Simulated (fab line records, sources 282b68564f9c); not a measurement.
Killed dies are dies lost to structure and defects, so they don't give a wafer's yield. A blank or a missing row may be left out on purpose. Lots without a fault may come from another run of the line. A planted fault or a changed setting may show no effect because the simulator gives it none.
One fault seen from 2 desks | flow rit_cmos | each desk has only its own numbers; what lay behind them comes last

THE TOOL OWNER'S DESK: implanter-01
The tool's own readings at RIT_PRETRO_IMPLANT_08: means of the sampled wafers that have a number, for each lot that ran on this tool. A lot is out of limits, marked OUT, if its mean lies more than 4 standard deviations from the usual mean; the brackets give that distance.
Columns: A = beam_on_s at RIT_PRETRO_IMPLANT_08, usual 10.01 s; B = dose_ions_cm2 at RIT_PRETRO_IMPLANT_08, usual 1.2002e+13; C = faraday_current_uA at RIT_PRETRO_IMPLANT_08, usual 38.0
lot  | first seen here | A     | B                            | C
L945 | day 2 07:21     | 10.11 | 1.2005e+13                   | 37.7
L954 | day 4 04:47     | 9.94  | 1.1992e+13                   | 38.3
L962 | day 5 21:58     | 9.98  | 1.7053e+13 (+99 or more) OUT | 54.3 (+24) OUT
L963 | day 6 02:11     | 10.06 | 1.7047e+13 (+99 or more) OUT | 53.8 (+23) OUT
This desk's finding: out of limits on L962, L963; first on L962, day 5 21:58 (dose_ions_cm2 at RIT_PRETRO_IMPLANT_08). In limits: L945, L954.

THE METROLOGY DESK
What the gauges read, lot by lot, whatever tool the lot ran on: means of the sampled wafers that have a number. A lot is out of limits, marked OUT, if its mean lies more than 4 standard deviations from the usual mean; the brackets give that distance.
Columns: A = INCOMING_BOW at RIT_ACTIVE_BOW_MEAS_00, usual 0 um; B = PRETRO_TW at RIT_PRETRO_TW_MEAS_10, usual 474
lot  | first seen here | A  | B
L945 | day 1 10:01     | -3 | 475
L947 | day 1 20:00     | 2  | 478
L948 | day 2 01:01     | 7  | 477
L949 | day 2 06:00     | -2 | 466
L951 | day 2 16:01     | -4 | 466
L952 | day 2 21:00     | 4  | 478
L953 | day 3 02:04     | -1 | 477
L954 | day 3 07:00     | 0  | 471
L961 | day 4 18:01     | -2 | 477
L962 | day 4 23:00     | -1 | 530 (+13) OUT
L963 | day 5 04:02     | -7 | 535 (+14) OUT
L965 | day 5 14:00     | -2 | 478
L966 | day 5 19:02     | -2 | 478
L968 | day 6 05:00     | -1 | 479
This desk's finding: out of limits on L962, L963; first on L962, day 5 22:18 (PRETRO_TW at RIT_PRETRO_TW_MEAS_10). In limits: L945, L947, L948, L949, L951, L952, L953, L954, L961, L965, L966, L968.

PUT TOGETHER
The tool owner's desk could have raised an alarm at day 5 21:58, on L962, L963.
The metrology desk could have raised an alarm at day 5 22:18, on L962, L963.
Of the lots named, all ran RIT_PRETRO_IMPLANT_08 on implanter-01.

WHAT THE SIMULATOR HAD PUT IN
Process parameter drift: implanter-01, from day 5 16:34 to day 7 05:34, at RIT_PRETRO_IMPLANT_08. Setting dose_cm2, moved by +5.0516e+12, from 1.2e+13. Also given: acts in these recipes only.
Lots struck among those shown: L962, L963.
Hours from the fault's start to each desk's first reading out of limits: the tool owner's desk, 5; the metrology desk, 6.
